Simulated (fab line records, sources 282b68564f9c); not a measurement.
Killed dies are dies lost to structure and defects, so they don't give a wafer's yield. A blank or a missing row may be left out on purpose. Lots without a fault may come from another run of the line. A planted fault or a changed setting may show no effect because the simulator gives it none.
A struck lot beside a sound one | flow rit_cmos | 27 steps out of a route of 202
Sound: wafers L953.3, L953.5, L953.6. Struck: wafers L951.4, L951.5, L951.6. The cause comes at the end.
At each step with rows: each side's tool, then ch and its chambers, then its first start. Under that, the readings that differ: sound wafers | struck wafers | difference of the means | sigmas: that difference in standard deviations of wafers without a fault.
alike: readings whose means differ by less than 2 such deviations, and words and numbers that are the same on both sides. not compared: withheld readings, readings that some wafer has no value for, bounds like >300 that may hide the same value, and numbers for which the record gives no deviation and whose values overlap.
The two part at a step that has a row with sigmas, a row that says differs or no value, or rows on one side only. Numbers that don't overlap but have no deviation are shown without sigmas and don't part them. A reading that every wafer of one side lacks parts them only if that side has two wafers or more.

RIT_SDANNEAL_RTA_03: time 5 s.
  sound on rtp_anneal-02 ch 0, day 5 07:47; struck on rtp_anneal-02 ch 0, day 5 00:05
  alike: wafer_temp_C_max
RIT_SDANNEAL_RS_MEAS_04: measures by four-point-probe.
  sound on film_metro-02, day 5 07:52; struck on film_metro-03, day 5 00:11
  alike: PSD_RS
RIT_SDANNEAL_RS_MEAS_05: measures by four-point-probe.
  sound on film_metro-02, day 5 07:59; struck on film_metro-03, day 5 00:18
  alike: NSD_RS
RIT_SDANNEAL_RS_MEAS_06: measures by four-point-probe.
  sound on film_metro-02, day 5 08:07; struck on film_metro-03, day 5 00:25
  alike: PLDD_RS
RIT_SDANNEAL_RS_MEAS_07: measures by four-point-probe.
  sound on film_metro-02, day 5 08:14; struck on film_metro-03, day 5 00:32
  alike: NLDD_RS
then, 1 step without rows for these wafers: RIT_SILICIDE_WET_ETCH_00 (etches SiO2 in BOE, target depth 14 nm, time 15 s).
RIT_SILICIDE_SPUTTER_01: material Ti, target thk 30 nm, time 240 s.
  sound on pvd_sputter-04, day 5 08:19; struck on pvd_sputter-04, day 5 00:37
  alike: throttle_valve_pct
RIT_SILICIDE_RS_MEAS_02: measures by four-point-probe.
  sound on film_metro-03, day 5 08:31; struck on film_metro-04, day 5 00:49
  alike: SILICIDE_TI_RS
RIT_SILICIDE_THK_MEAS_03: measures by xrf.
  sound on film_metro-03, day 5 08:37; struck on film_metro-04, day 5 00:55
  alike: SILICIDE_TI_THK
RIT_SILICIDE_RTA_04: time 10 s, ramp up 5 s, ramp down 5 s.
  sound on rtp_anneal-01 ch 0, day 5 08:40; struck on rtp_anneal-01 ch 0, day 5 00:58
  alike: wafer_temp_C_max
then, 1 step without rows for these wafers: RIT_SILICIDE_WET_ETCH_05 (etches Ti in SPM, time 120 s).
RIT_SILICIDE_RTA_06: time 10 s, ramp up 5 s, ramp down 10 s.
  sound on rtp_anneal-02 ch 0, day 5 08:47; struck on rtp_anneal-02 ch 0, day 5 01:05
  alike: wafer_temp_C_max
RIT_CONTACT_CVD_00: deposits SiO2 from TEOS, target thk 400 nm, time 61 s.
  sound on pecvd-01 ch 0,1, day 5 08:49; struck on pecvd-04 ch 0,1,2, day 5 01:08
  no value came back on the struck wafers for heater_power_w (W), rf_fwd_power_W (W); on the sound wafers heater_power_w (W) reads 322 290 327
then, 6 steps without rows for these wafers: RIT_CONTACT_HMDS_02 (prime time 60 s); RIT_CONTACT_COAT_03 (resist thk 1000 nm); RIT_CONTACT_SOFTBAKE_04 (time 60 s); RIT_CONTACT_EXPOSE_05 (exposes mask M11, target cd 1000 nm); RIT_CONTACT_PEB_06; RIT_CONTACT_DEVELOP_07 (develop time 120 s).
RIT_CONTACT_CD_MEAS_08: target cd 1000 nm.
  sound on cd_sem-02, day 5 10:04; struck on cd_sem-02, day 5 02:23
  alike: cd_nm
RIT_CONTACT_OVL_MEAS_09:
  sound on overlay-02, day 5 10:10; struck on overlay-01, day 5 02:28
  alike: CONTACT_OVL
then, 1 step without rows for these wafers: RIT_CONTACT_HARDBAKE_10 (time 60 s).
RIT_CONTACT_ETCH_11: etches SiO2 in CHF3/CF4/Ar, stops on TiSi2, target depth 480 nm, time 320 s.
  sound on rie_diel-01 ch 0,1,2, day 5 10:20; struck on rie_diel-02 ch 1,2,3, day 5 02:43
  reading                             | sound             | struck            | difference | sigmas
  oes_product_au (a.u.)               | 1.021 1.000 1.003 | 0.956 0.923 0.952 | -0.064     | -5
  model.etch.depth_nm (nm)            | 398.5 407.8 401.8 | 0 0 0             | -403       |
  model.CONTACT.feature_depth_nm (nm) | 398.5 407.8 401.8 | 1e-09 1e-09 1e-09 | -4e+02     |
  alike: cf4_flow_sccm, drypump_motor_current_A, throttle_valve_pct
  not compared: rf_hours_counter_h
RIT_CONTACT_STRIP_12: strips in O2, time 180 s.
  sound on plasma_asher-01 ch 0,1, day 5 10:35; struck on plasma_asher-02 ch 0,1, day 5 02:53
  alike: drypump_motor_current_A
  not compared: rf_hours_counter_h
RIT_CONTACT_CD_MEAS_90: target cd 1000 nm.
  sound on cd_sem-01, day 5 10:44; struck on cd_sem-01, day 5 03:03
  reading    | sound               | struck | difference                    | sigmas
  cd_nm (nm) | 1000.3 999.8 1000.0 | - - -  | no value on the struck wafers |
then, 1 step without rows for these wafers: RIT_CONTACT_CLEAN_13 (cleans in SC1, time 600 s).
RIT_M1_PROBE_99:
  sound on prober-01, day 5 15:18; struck on prober-01, day 5 08:01
  reading            | sound | struck      | difference | sigmas
  killed_at_contacts | 0 0 0 | 264 261 263 | +263       | +99 or more
  killed_dies        | 6 8 5 | 264 264 264 | +258       | +95
  killed_on_rim      | 1 4 4 | 70 70 70    | +67        | +48
  alike: killed_at_front_end, killed_open, killed_short

WHERE THEY PART
First at RIT_CONTACT_CVD_00; last, within this record, at RIT_M1_PROBE_99.

WHY: what the simulator had put in
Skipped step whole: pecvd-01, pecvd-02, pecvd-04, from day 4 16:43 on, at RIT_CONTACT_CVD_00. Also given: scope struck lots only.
